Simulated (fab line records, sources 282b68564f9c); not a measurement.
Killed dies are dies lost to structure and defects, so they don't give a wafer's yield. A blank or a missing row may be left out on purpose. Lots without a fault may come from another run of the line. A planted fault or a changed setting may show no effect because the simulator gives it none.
Split-lot experiment | flow rit_cmos | 5 lots, 23 wafers read, on a route of 202 steps

THE SPLIT
At RIT_ACTIVE_COAT_06 (resist thk 1000 nm), the setting spin_rpm was moved away from the recipe's 3250 rpm on 9 of the 23 wafers read, by -7.0% to -4.5%. The other wafers ran this setting at the recipe's value.

FROM THE SPLIT TO THE READING: what the file shows between them, 4 steps
- RIT_ACTIVE_EXPOSE_08: exposes mask M1, target cd 1400 nm (also split here: dose_mj)
- RIT_ACTIVE_PEB_09
- RIT_ACTIVE_DEVELOP_10: develop time 50 s
- RIT_ACTIVE_CD_MEAS_11: target cd 1400 nm

THE READING
NOVOLAK_of_ACTIVE_COAT_06.thk_nm (the simulator's own value, which no gauge read), in nm, at RIT_ACTIVE_HARDBAKE_12 (time 60 s). The file gives no usual value for it. The 14 wafers here that ran the recipe average 886.0 nm, standard deviation 1.4 nm.

wafer  | tool, chamber at the split | spin_rpm as run, rpm | against the recipe | NOVOLAK_of_ACTIVE_COAT_06.thk_nm, nm | against lot-mates on the recipe
L075.1 | litho_track-01, 0          | 3250                 | recipe             | 885.8                                | -
L075.2 | litho_track-01, 0          | 3250                 | recipe             | 885.3                                | -
L075.4 | litho_track-01, 0          | 3250                 | recipe             | 884.3                                | -
L075.5 | litho_track-01, 0          | 3250                 | recipe             | 887.8                                | -
L075.6 | litho_track-01, 0          | 3250                 | recipe             | 885.6                                | -
L076.1 | litho_track-03, 0          | 3250                 | recipe             | 883.9                                | -
L076.2 | litho_track-03, 0          | 3043                 | -6.4%              | 913.5                                | +28.9
L076.3 | litho_track-03, 0          | 3043                 | -6.4%              | 912.5                                | +27.9
L076.4 | litho_track-03, 0          | 3043                 | -6.4%              | 915.5                                | +30.9
L076.6 | litho_track-03, 0          | 3250                 | recipe             | 885.4                                | -
L078.3 | litho_track-03, 0          | 3250                 | recipe             | 885.6                                | -
L078.4 | litho_track-03, 0          | 3250                 | recipe             | 885.7                                | -
L078.5 | litho_track-03, 0          | 3250                 | recipe             | 884.6                                | -
L079.1 | litho_track-04, 0          | 3250                 | recipe             | 888.3                                | -
L079.2 | litho_track-04, 0          | 3103                 | -4.5%              | 904.9                                | +17.1
L079.3 | litho_track-04, 0          | 3250                 | recipe             | 887.3                                | -
L079.4 | litho_track-04, 0          | 3103                 | -4.5%              | 909.9                                | +22.1
L079.5 | litho_track-04, 0          | 3103                 | -4.5%              | 905                                  | +17.2
L080.1 | litho_track-03, 0          | 3021                 | -7.0%              | 916.9                                | +29.4
L080.2 | litho_track-03, 0          | 3021                 | -7.0%              | 923                                  | +35.5
L080.3 | litho_track-03, 0          | 3250                 | recipe             | 886.3                                | -
L080.4 | litho_track-03, 0          | 3021                 | -7.0%              | 921.2                                | +33.8
L080.5 | litho_track-03, 0          | 3250                 | recipe             | 888.6                                | -

THE FIT
A straight line over all 23 wafers: NOVOLAK_of_ACTIVE_COAT_06.thk_nm changes by -4.64 nm for each +1% of spin_rpm; r = -0.99; the points scatter about the line by 2 nm.
The same after taking each lot's own level away (the mean of its wafers on the recipe; 23 wafers): -4.56 nm for each +1%; r = -0.99; scatter 1.7 nm.
On that fit, the largest move of spin_rpm shifts the reading by 32 nm.
The lots' own levels span 884.65 to 887.80 nm, that is 2.2 times the standard deviation above.
So the lot-to-lot level changes the slope little: the two slopes agree.
Check: with one of the wafers moved furthest among these (-7.0%) left out of the fit, the line predicts +32.5 nm for it against its lot-mates. It came out at +29.4 nm against them.

OTHER SPLITS ON THESE WAFERS
These wafers also went through other splits before the reading. Each is held against what the fit with the lots' levels taken away leaves over:
other split on the same wafers | wafers away from the commonest value | r with NOVOLAK_of_ACTIVE_COAT_06.thk_nm (lot level and that fit taken away)
RIT_ACTIVE_EXPOSE_08 dose_mj   | 6                                    | +0.10

THE WHOLE CHAIN: every reading that the file lists as answering this split, in the file's order
step                   | what it does       | reading                                                                           | change (the file's fit)              | r (the file's)
RIT_ACTIVE_COAT_06     | resist thk 1000 nm | NOVOLAK_of_ACTIVE_COAT_06.thk_nm (the simulator's own value, which no gauge read) | -5.2 nm for each +1% of the setting  | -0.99
RIT_ACTIVE_HARDBAKE_12 | time 60 s          | NOVOLAK_of_ACTIVE_COAT_06.thk_nm (the simulator's own value, which no gauge read) | -4.55 nm for each +1% of the setting | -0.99

THE FILE'S OWN FIT
NOVOLAK_of_ACTIVE_COAT_06.thk_nm changes by -4.55 nm for each +1% of spin_rpm, r = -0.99.
